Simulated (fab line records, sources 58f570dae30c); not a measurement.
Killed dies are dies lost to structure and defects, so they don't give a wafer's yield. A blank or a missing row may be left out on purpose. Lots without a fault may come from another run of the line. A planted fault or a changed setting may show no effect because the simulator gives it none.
Which tool did it? | flow berkeley_cmos170 | 14 lots, 42 wafers sampled, at 5 steps of a route of 331

WHAT THE GAUGES READ, wafer by wafer
UCB170_NSD_CD_MEAS_06: target cd 1200 nm. Usual: cd_nm 1199.8 nm, standard deviation 1.2.
lot  | measured     | on        | cd_nm (nm)           | flag
L289 | day 7 22:35  | cd_sem-02 | 1198.1 1198.1 1201.1 |
L294 | day 8 10:01  | cd_sem-02 | 1200.2 1199.6 1199.1 |
L291 | day 8 10:07  | cd_sem-02 | 1199.6 1199.6 1200.9 |
L292 | day 8 10:14  | cd_sem-02 | 1201.3 1201.0 1202.8 |
L297 | day 9 11:32  | cd_sem-02 | 1200.2 1200.7 1200.5 |
L296 | day 9 11:49  | cd_sem-01 | 1198.4 1198.7 1199.6 |
L301 | day 9 17:29  | cd_sem-02 | 1198.7 1197.4 1198.3 |
L306 | day 11 00:36 | cd_sem-01 | 1200.4 1200.4 1199.4 |
L304 | day 11 00:47 | cd_sem-02 | 1200.1 1199.7 1200.9 |
L307 | day 11 10:38 | cd_sem-01 | 1197.9 1198.7 1197.4 |
L309 | day 12 09:52 | cd_sem-02 | 1200.2 1199.3 1199.9 |
L310 | day 12 10:10 | cd_sem-02 | 1199.9 1198.5 1199.2 |
L311 | day 12 10:20 | cd_sem-01 | 1200.4 1201.7 1201.0 |
L312 | day 12 14:45 | cd_sem-01 | 1201.2 1202.0 1200.5 |

UCB170_V2_THK_MEAS_04. Usual: V2_POLISHED_THK 999.8 nm, standard deviation 1.6.
lot  | measured     | on            | V2_POLISHED_THK (nm) | flag
L289 | day 8 17:19  | film_metro-02 | 999.8 999.0 1001.5   |
L294 | day 9 05:46  | film_metro-03 | 997.2 1000.8 999.0   |
L291 | day 9 06:25  | film_metro-01 | 1000.2 999.3 996.0   |
L292 | day 9 09:15  | film_metro-03 | 1001.0 1001.1 1001.7 |
L297 | day 10 03:25 | film_metro-01 | 998.9 1004.0 1003.3  |
L296 | day 10 05:14 | film_metro-01 | 999.5 1000.8 1002.7  |
L301 | day 10 10:46 | film_metro-03 | 996.0 999.5 999.1    |
L306 | day 11 18:06 | film_metro-02 | 997.9 995.7 999.4    |
L304 | day 11 21:07 | film_metro-03 | 1001.9 999.8 1000.9  |
L307 | day 12 05:40 | film_metro-03 | 999.7 999.3 997.5    |
L309 | day 13 03:46 | film_metro-01 | 998.6 1001.6 1001.5  |
L310 | day 13 05:27 | film_metro-01 | 998.2 999.8 1000.4   |
L311 | day 13 05:41 | film_metro-03 | 999.1 999.9 999.3    |
L312 | day 13 11:58 | film_metro-02 | 998.9 997.0 1000.2   |

UCB170_M3_CD_MEAS_15: target cd 700 nm. Usual: cd_nm 699.8 nm, standard deviation 1.5.
lot  | measured     | on        | cd_nm (nm)        | flag
L289 | day 8 23:52  | cd_sem-02 | 698.8 699.5 697.9 |
L294 | day 9 10:49  | cd_sem-02 | 700.3 701.4 700.9 |
L291 | day 9 11:35  | cd_sem-01 | 696.0 696.7 696.4 |
L292 | day 9 14:12  | cd_sem-01 | 702.3 701.4 702.6 |
L297 | day 10 08:23 | cd_sem-01 | 698.9 699.5 698.8 |
L296 | day 10 11:35 | cd_sem-02 | 699.1 699.9 699.8 |
L301 | day 10 15:14 | cd_sem-02 | 699.3 699.4 701.8 |
L306 | day 11 22:49 | cd_sem-01 | 697.4 697.4 698.8 |
L304 | day 12 01:10 | cd_sem-02 | 695.9 697.6 696.9 |
L307 | day 12 09:37 | cd_sem-01 | 701.7 701.1 701.6 |
L309 | day 13 09:26 | cd_sem-02 | 701.5 701.7 702.3 |
L310 | day 13 11:36 | cd_sem-02 | 697.6 698.6 699.3 |
L311 | day 13 11:38 | cd_sem-01 | 699.0 699.6 699.1 |
L312 | day 13 15:48 | cd_sem-01 | 699.1 697.2 698.1 |

WHICH TOOL RAN EACH LOT (tool, then ch and the chambers of the sampled wafers, then the start)
lot  | UCB170_M3_COAT_05                 | UCB170_M3_STRIP_07
L289 | litho_track-01 ch 0, day 8 19:51  | plasma_asher-02 ch 0,1, day 8 20:09
L294 | litho_track-02 ch 0, day 9 08:10  | plasma_asher-03 ch 0,1, day 9 08:26
L291 | litho_track-02 ch 0, day 9 09:29  | plasma_asher-04 ch 0,1, day 9 09:47
L292 | litho_track-02 ch 0, day 9 12:19  | plasma_asher-03 ch 0,1, day 9 12:37
L297 | litho_track-04 ch 0, day 10 06:11 | plasma_asher-04 ch 0,1, day 10 06:28
L296 | litho_track-02 ch 0, day 10 08:38 | plasma_asher-03 ch 0,1, day 10 08:54
L301 | litho_track-02 ch 0, day 10 13:38 | plasma_asher-02 ch 0, day 10 13:56
L306 | litho_track-01 ch 0, day 11 21:24 | plasma_asher-03 ch 0,1, day 11 21:41
L304 | litho_track-01 ch 0, day 11 23:13 | plasma_asher-02 ch 0, day 11 23:31
L307 | litho_track-04 ch 0, day 12 07:47 | plasma_asher-02 ch 1, day 12 08:04
L309 | litho_track-01 ch 0, day 13 07:02 | plasma_asher-03 ch 0,1, day 13 07:20
L310 | litho_track-02 ch 0, day 13 08:53 | plasma_asher-02 ch 0,1, day 13 09:10
L311 | litho_track-04 ch 0, day 13 09:10 | plasma_asher-03 ch 1, day 13 09:26
L312 | litho_track-01 ch 0, day 13 14:11 | plasma_asher-02 ch 0,1, day 13 14:29
- UCB170_M3_COAT_05: resist thk 900 nm.
- UCB170_M3_STRIP_07: strips in O2.

WHAT THE TOOLS THEMSELVES READ (means of the sampled wafers that have a number; where no wafer has one, the mark that the record gives instead)
UCB170_M3_STRIP_07. Usual: drypump_motor_current_A 5.5 A, standard deviation 0.45; oes_product_au 0.735 a.u., standard deviation 0.0048; strip_time_to_endpoint_s 21.93 s, standard deviation 0.061.
lot  | tool            | drypump_motor_current_A (A) | oes_product_au (a.u.) | strip_time_to_endpoint_s (s) | flag
L289 | plasma_asher-02 | 5.3                         | 0.732                 | 22.04                        |
L294 | plasma_asher-03 | 5.6                         | 0.735                 | 21.93                        |
L291 | plasma_asher-04 | 6.0                         | 0.735                 | 21.98                        |
L292 | plasma_asher-03 | 5.3                         | 0.734                 | 21.96                        |
L297 | plasma_asher-04 | 5.9                         | 0.733                 | 21.89                        |
L296 | plasma_asher-03 | 5.6                         | 0.734                 | 22.61                        | OFF
L301 | plasma_asher-02 | 5.5                         | 0.736                 | 22.67                        | OFF
L306 | plasma_asher-03 | 5.4                         | 0.734                 | 21.82                        |
L304 | plasma_asher-02 | 5.5                         | 0.733                 | 21.93                        |
L307 | plasma_asher-02 | 4.7                         | 0.738                 | 21.91                        |
L309 | plasma_asher-03 | 5.6                         | 0.734                 | 21.91                        |
L310 | plasma_asher-02 | 5.3                         | 0.739                 | 21.89                        |
L311 | plasma_asher-03 | 5.8                         | 0.735                 | 21.96                        |
L312 | plasma_asher-02 | 5.1                         | 0.734                 | 21.92                        |

THE ANSWER, worked out from the rows above alone
Rule: a lot is off if the mean of its wafers that have a number lies more than 3 standard deviations from the usual mean. A lot without any number at a reading at which 4 lots or more have one is off too. The other lots that the step has rows for count as sound. The gauges are gone through in route order, then the tools' own readings, and for those a lot's mean is taken as printed above. The first step at which some lot is off is used, and at that step the reading that is off furthest; a lot without a number counts as furthest.
Off: L296, L301, at UCB170_M3_STRIP_07 (strip_time_to_endpoint_s).
A tool fits if, at that step or a process step before it, it ran every lot that is off, and no sound lot after the first of them. None of those tried fits.

WHAT THE SIMULATOR HAD PUT IN
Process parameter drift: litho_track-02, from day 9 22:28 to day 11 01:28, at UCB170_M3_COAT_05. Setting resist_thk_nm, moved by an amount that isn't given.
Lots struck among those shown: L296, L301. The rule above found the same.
